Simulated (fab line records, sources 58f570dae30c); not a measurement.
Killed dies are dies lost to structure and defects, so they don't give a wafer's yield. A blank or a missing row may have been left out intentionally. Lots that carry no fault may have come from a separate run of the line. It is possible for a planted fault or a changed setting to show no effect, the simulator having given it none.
One fault seen from 2 desks -- flow berkeley-cmos170 -- what lay behind the numbers comes last; until then each desk has only its own

DESK OF THE TOOL OWNER: rie-metal-02
The tool's own readings at UCB170_M1_METAL_ETCH_12 (etches Al in Cl2/BCl3, stops on PSG, target depth 780 nm, time 130 s): means of the sampled wafers that have a number, for each lot that ran on this tool. Marked OUT: a lot whose mean sits more than 4 standard deviations from the usual mean, which makes it out of limits; the brackets give that distance.
Columns: A = drypump-motor-current-A at UCB170_M1_METAL_ETCH_12, usual 5.30 A; B = oes-product-au at UCB170_M1_METAL_ETCH_12, usual 0.863 a.u.; C = rf-fwd-power-W at UCB170_M1_METAL_ETCH_12, usual 597.2 W; D = throttle-valve-pct at UCB170_M1_METAL_ETCH_12, usual 24.38 %
lot,first seen here,A,B,C,D
L114,day 8 13:34,5.34,0.863,598.1,24.40
L117,day 8 22:10,5.21,0.883,598.3,24.34
L122,day 9 18:17,5.19,0.876,597.9,24.34
L123,day 9 19:20,5.22,0.868,595.7,24.35
L129,day 11 12:17,5.22,0.790 (-4.9) OUT,359.0 (-99 or more) OUT,24.39
L131,day 11 14:03,5.34,0.790 (-4.9) OUT,358.9 (-99 or more) OUT,24.44
This desk finds L129, L131 out of limits, L129 being first, at day 11 12:17 (oes-product-au at UCB170_M1_METAL_ETCH_12). Within limits: L114, L117, L122, L123.

METROLOGY DESK
Lot by lot, what the gauges showed, no matter which tool ran the lot: averages of those sampled wafers that carry a number. Marked OUT: a lot whose mean sits more than 4 standard deviations from the usual mean, which makes it out of limits; the brackets give that distance.
Columns: A = cd-nm at UCB170_M1_CD_MEAS_90, usual 700.0 nm
lot,first seen here,A
L110,day 7 05:01,701.9
L112,day 7 20:10,699.5
L115,day 8 12:58,699.2
L114,day 8 13:49,701.7
L117,day 8 22:23,698.2
L118,day 9 05:50,700.0
L119,day 9 06:38,700.1
L122,day 9 18:36,700.6
L120,day 9 19:14,700.2
L123,day 9 19:34,700.3
L121,day 9 20:23,701.8
L127,day 10 11:17,699.7
L129,day 11 12:31,712.9 (+7.6) OUT
L131,day 11 14:18,713.9 (+8.2) OUT
This desk finds L129, L131 out of limits, L129 being first, at day 11 12:31 (cd-nm at UCB170_M1_CD_MEAS_90). Within limits: L110, L112, L115, L114, L117, L118, L119, L122, L120, L123, L121, L127.

PUT TOGETHER
The tool owner's desk had the chance to raise an alarm at day 11 12:17 on L129, L131.
L129, L131 would have let the metrology desk raise an alarm at day 11 12:31.
The lots listed all ran UCB170_M1_METAL_ETCH_12 on rie-metal-02.

WHAT WAS PUT IN BY THE SIMULATOR
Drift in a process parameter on rie-metal-02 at UCB170_M1_METAL_ETCH_12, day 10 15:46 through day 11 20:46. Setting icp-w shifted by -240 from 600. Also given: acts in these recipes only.
Struck lots among those shown: L129, L131.
Counting hours from when the fault started, the first reading out of limits came at 21 for the tool owner's desk and at 21 for the metrology desk.
